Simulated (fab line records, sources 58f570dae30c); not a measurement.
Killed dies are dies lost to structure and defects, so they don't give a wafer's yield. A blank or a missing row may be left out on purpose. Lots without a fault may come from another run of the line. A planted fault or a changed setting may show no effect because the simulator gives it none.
One fault seen from 2 desks | flow berkeley_cmos170 | each desk has only its own numbers; what lay behind them comes last

THE METROLOGY DESK
What the gauges read, lot by lot, whatever tool the lot ran on: means of the sampled wafers that have a number. A lot is out of limits, marked OUT, if its mean lies more than 4 standard deviations from the usual mean; the brackets give that distance.
Columns: A = WELLDRIVE_OXIDE_THK at UCB170_WELLDRIVE_THK_MEAS_02, usual 200 nm; B = GATE_OXIDE_THK at UCB170_GATE_THK_MEAS_02, usual 6.54 nm; C = NLDD_OVL at UCB170_NLDD_OVL_MEAS_07, usual 0 nm
lot  | first seen here | A   | B              | C
L104 | day 4 09:33     | 198 | 6.20           | -0
L106 | day 4 14:32     | 198 | 6.27           | 1
L107 | day 4 14:32     | 202 | 6.18           | 4
L110 | day 5 03:40     | 207 | 6.51           | -1
L108 | day 5 03:40     | 200 | 6.75           | 1
L109 | day 5 03:43     | 201 | 6.62           | 1
L111 | day 5 11:40     | 204 | 6.68           | -5
L112 | day 5 11:42     | 210 | 6.73           | 1
L113 | day 5 18:15     | 200 | 8.98 (+14) OUT | -7
L114 | day 5 18:17     | 200 | 8.79 (+13) OUT | 2
L115 | day 6 03:17     | 202 | 8.66 (+12) OUT | -4
L119 | day 6 18:17     | 194 | 6.41           | -2
L125 | day 8 11:06     | 202 | 6.66           | 1
L127 | day 8 11:06     | 204 | 6.44           | 10
L126 | day 8 14:28     | 202 | 6.65           | 7
This desk's finding: out of limits on L113, L114, L115; first on L113, day 8 15:20 (GATE_OXIDE_THK at UCB170_GATE_THK_MEAS_02). In limits: L104, L106, L107, L110, L108, L109, L111, L112, L119, L125, L127, L126.

THE TOOL OWNER'S DESK: furnace-04
The tool's own readings at UCB170_GATE_OXIDATION_01 (target thk 6.6 nm, ox time 1800 s): means of the sampled wafers that have a number, for each lot that ran on this tool. A lot is out of limits, marked OUT, if its mean lies more than 4 standard deviations from the usual mean; the brackets give that distance.
Columns: A = zone_power_source_pct at UCB170_GATE_OXIDATION_01, usual 22.4 %
lot  | first seen here | A
L108 | day 7 20:23     | 27.1
L111 | day 8 03:29     | 27.0
L112 | day 8 03:29     | 27.0
L113 | day 8 13:50     | 26.8
L114 | day 8 13:50     | 27.0
L115 | day 8 13:50     | 26.9
This desk's finding: nothing out of limits on any of the 6 lots.

PUT TOGETHER
The metrology desk could have raised an alarm at day 8 15:20, on L113, L114, L115.
The tool owner's desk saw nothing out of limits.
The tool owner's desk has L113, L114, L115 on record, within its limits.
Of the lots named, all ran UCB170_GATE_OXIDATION_01 on furnace-04.

WHAT THE SIMULATOR HAD PUT IN
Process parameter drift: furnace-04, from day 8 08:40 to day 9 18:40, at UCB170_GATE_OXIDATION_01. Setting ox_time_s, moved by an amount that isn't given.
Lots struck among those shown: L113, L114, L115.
Hours from the fault's start to each desk's first reading out of limits: the metrology desk, 7.
